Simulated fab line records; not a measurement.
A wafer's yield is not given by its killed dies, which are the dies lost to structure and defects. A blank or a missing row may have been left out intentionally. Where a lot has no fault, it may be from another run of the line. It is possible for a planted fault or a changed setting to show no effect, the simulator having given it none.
Split-lot experiment | flow rit-cmos | 22 wafers read across 5 lots, on a route 202 steps long

== ON THE SPLIT ==
At RIT_GATE_DEVELOP_15 (develop time 50 s), the setting dev-temp-c was moved away from the recipe's 23 C on 6 of the 22 wafers read, by +4.5% to +12.1%. All remaining wafers had this setting at the recipe value.

== FROM THE SPLIT TO THE READING: what the file shows between them, 5 steps ==
- RIT_GATE_ETCH_19: etches poly-Si in SF6/CHF3/O2, stops on SiO2, time 165 s, target depth 312.5 nm (also split here: time-s)
- RIT_GATE_STRIP_20: strips in O2, time 180 s
- RIT_REOX_CLEAN_00: cleans in SC1, time 600 s
- RIT_NLDD_IMPLANT_08 (also split here: energy-kev)
- RIT_PLDD_IMPLANT_08 (also split here: energy-kev)

== THE READING ==
etest.nmos-turned.drive-ua-um (the simulator's own value, which no gauge read), at RIT_M1_PROBE_99. The file gives no usual value for it. The 16 wafers here that ran the recipe average 326.8, standard deviation 41.

wafer  | tool, chamber at the split | dev-temp-c as run, C | against the recipe | etest.nmos-turned.drive-ua-um | against lot-mates on the recipe
L074.1 | litho-track-03, 0          | 23                   | recipe             | 338.1                         | -
L074.2 | litho-track-03, 0          | 23                   | recipe             | 342.8                         | -
L074.3 | litho-track-03, 0          | 24.03                | +4.5%              | 331.5                         | -10.9
L074.4 | litho-track-03, 0          | 24.03                | +4.5%              | 324.9                         | -17.5
L074.5 | litho-track-03, 0          | 23                   | recipe             | 346.2                         | -
L075.1 | litho-track-02, 0          | 24.83                | +8.0%              | 302.2                         | -21.6
L075.3 | litho-track-02, 0          | 24.83                | +8.0%              | 301.2                         | -22.6
L075.4 | litho-track-02, 0          | 23                   | recipe             | 325.5                         | -
L075.6 | litho-track-02, 0          | 23                   | recipe             | 322                           | -
L078.1 | litho-track-01, 0          | 23                   | recipe             | 289.4                         | -
L078.2 | litho-track-01, 0          | 23                   | recipe             | 274.5                         | -
L078.4 | litho-track-01, 0          | 23                   | recipe             | 275.3                         | -
L078.5 | litho-track-01, 0          | 23                   | recipe             | 276                           | -
L078.6 | litho-track-01, 0          | 23                   | recipe             | 278                           | -
L080.1 | litho-track-03, 0          | 23                   | recipe             | 397.9                         | -
L080.2 | litho-track-03, 0          | 23                   | recipe             | 389.8                         | -
L080.3 | litho-track-03, 0          | 23                   | recipe             | 400.9                         | -
L080.5 | litho-track-03, 0          | 25.79                | +12.1%             | 357.1                         | -39.1
L080.6 | litho-track-03, 0          | 25.79                | +12.1%             | 358.4                         | -37.8
L083.3 | litho-track-03, 0          | 23                   | recipe             | 337.1                         | -
L083.4 | litho-track-03, 0          | 23                   | recipe             | 317.2                         | -
L083.6 | litho-track-03, 0          | 23                   | recipe             | 317.9                         | -

THE FIT
A straight line over all 22 wafers: etest.nmos-turned.drive-ua-um changes by +0.945 for each +1% of dev-temp-c; r = +0.10; the points scatter about the line by 39.
The same after taking each lot's own level away (the mean of its wafers on the recipe; 22 wafers): -3.07 for each +1%; r = -0.93; scatter 5.2.
That fit puts the effect of the largest move of dev-temp-c on the reading at 37.
The lots' own levels span 278.64 to 396.20, that is 2.8 times the standard deviation above.
So the lot-to-lot level blurs the effect unless lot-mates are compared.
Check: -36.2 against its lot-mates is what the line predicts for one of the wafers moved furthest among these (+12.1%) when that wafer is left out of the fit. It came out at -39.1 against them.

== THE OTHER SPLITS THESE WAFERS WENT THROUGH ==
Before the reading, these wafers also passed through other splits. Each is held against what the fit with the lots' levels taken away leaves over:
other split on the same wafers   | wafers away from the commonest value | r with etest.nmos-turned.drive-ua-um (lot level and that fit taken away)
RIT_ACTIVE_CVD_03 nh3-flow-sccm  | 14                                   | -0.09
RIT_ACTIVE_CLEAN_16 time-s       | 17                                   | -0.02
RIT_FOX2_OXIDATION_00 ox-time-s  | 14                                   | +0.09
RIT_NWELL_IMPLANT_08 dose-cm2    | 7                                    | -0.12
RIT_PWELL_STRIP_09 o2-flow-sccm  | 5                                    | -0.02
RIT_NRETRO_COAT_01 resist-thk-nm | 8                                    | -0.33
RIT_GATE_WET_ETCH_00 time-s      | 17                                   | -0.04
RIT_GATE_CVD_08 sih4-flow-sccm   | 15                                   | +0.06
RIT_GATE_ETCH_19 time-s          | 2                                    | +0.00
RIT_NLDD_IMPLANT_08 energy-kev   | 6                                    | +0.28
RIT_PLDD_IMPLANT_08 energy-kev   | 8                                    | -0.06

== THE WHOLE CHAIN: every reading that the file lists as answering this split, in the file's order ==
step            | what it does | reading                                                                        | change (the file's fit)           | r (the file's)
RIT_M1_PROBE_99 |              | etest.pmos_0p15.r-on-ohm-um (the simulator's own value, which no gauge read)   | +36.7 for each +1% of the setting | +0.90
RIT_M1_PROBE_99 |              | etest.pmos-turned.r-on-ohm-um (the simulator's own value, which no gauge read) | +37.8 for each +1% of the setting | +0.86
RIT_M1_PROBE_99 |              | etest.nmos-turned.drive-ua-um (the simulator's own value, which no gauge read) | -3.07 for each +1% of the setting | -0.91

== THE FILE'S OWN FIT ==
etest.nmos-turned.drive-ua-um changes by -3.07 for each +1% of dev-temp-c, r = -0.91.
